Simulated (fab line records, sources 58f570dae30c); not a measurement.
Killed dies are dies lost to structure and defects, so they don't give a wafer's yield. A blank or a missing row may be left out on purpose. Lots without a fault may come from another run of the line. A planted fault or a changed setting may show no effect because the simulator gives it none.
A struck lot beside a sound one | flow berkeley_cmos170 | 14 steps out of a route of 331
Sound: wafers L766.2, L766.3, L766.4. Struck: wafers L774.2, L774.4, L774.6. The cause comes at the end.
At each step with rows: each side's tool, then ch and its chambers, then its first start. Under that, the readings that differ: sound wafers | struck wafers | difference of the means | sigmas: that difference in standard deviations of wafers without a fault.
alike: readings whose means differ by less than 2 such deviations, and words and numbers that are the same on both sides. not compared: withheld readings, readings that some wafer has no value for, bounds like >300 that may hide the same value, and numbers for which the record gives no deviation and whose values overlap.
The two part at a step that has a row with sigmas, a row that says differs or no value, or rows on one side only. Numbers that don't overlap but have no deviation are shown without sigmas and don't part them. A reading that every wafer of one side lacks parts them only if that side has two wafers or more.

first, 3 steps without rows for these wafers: UCB170_PWELL_EXPOSE_10 (exposes mask PWELL, target cd 3000 nm); UCB170_PWELL_PEB_11; UCB170_PWELL_DEVELOP_12 (develop time 45 s).
UCB170_PWELL_OVL_MEAS_13:
  sound on overlay-01, day 5 14:25; struck on overlay-01, day 7 04:32
  alike: PWELL_OVL
UCB170_PWELL_ETCH_14: etches Si3N4 in CH3F/Ar/O2, stops on SiO2, target depth 242 nm, time 156.7 s.
  sound on rie_diel-03 ch 0,1,2, day 5 14:27; struck on rie_diel-01 ch 0,1,2, day 7 04:34
  alike: chamber_pressure_mTorr, drypump_motor_current_A, oes_product_au, throttle_valve_pct
  not compared: rf_hours_counter_h
then, 1 step without rows for these wafers: UCB170_PWELL_IMPLANT_15.
UCB170_PWELL_STRIP_16: strips in O2.
  sound on plasma_asher-01 ch 0,1, day 5 14:42; struck on plasma_asher-03 ch 1, day 7 04:50
  alike: chamber_pressure_mTorr, drypump_motor_current_A, o2_flow_sccm, oes_product_au, strip_time_to_endpoint_s
  not compared: rf_hours_counter_h
UCB170_PWELL_TW_MEAS_17:
  sound on film_metro-04, day 5 14:49; struck on film_metro-03, day 7 04:56
  reading  | sound             | struck            | difference | sigmas
  PWELL_TW | 378.0 378.8 379.3 | 375.0 372.6 373.0 | -5.2       | -2
then, 4 steps without rows for these wafers: UCB170_PWELL_CLEAN_18 (cleans in SPM, time 600 s); UCB170_PWELL_WET_ETCH_19 (etches Si3N4 in H3PO4, time 14400 s); UCB170_PWELL_WET_ETCH_20 (etches SiO2 in BOE, time 22 s); UCB170_WELLDRIVE_CLEAN_00 (cleans in SPM, time 600 s).
UCB170_WELLDRIVE_OXIDATION_01: target thk 199 nm, ox time 9000 s.
  sound on furnace-04 ch 0, day 6 03:38; struck on furnace-02, day 7 13:34
  no value came back on the struck wafers for any of 5 readings (ox_temp_c (C), ox_temp_c_max and others); on the sound wafers ox_temp_c (C) reads 1100.2 1100.2 1099.9
then, 1 step without rows for these wafers: UCB170_WELLDRIVE_ANNEAL_03 (time 900 s).

WHERE THEY PART
First at UCB170_PWELL_TW_MEAS_17; last, within this record, at UCB170_WELLDRIVE_OXIDATION_01.

WHY: what the simulator had put in
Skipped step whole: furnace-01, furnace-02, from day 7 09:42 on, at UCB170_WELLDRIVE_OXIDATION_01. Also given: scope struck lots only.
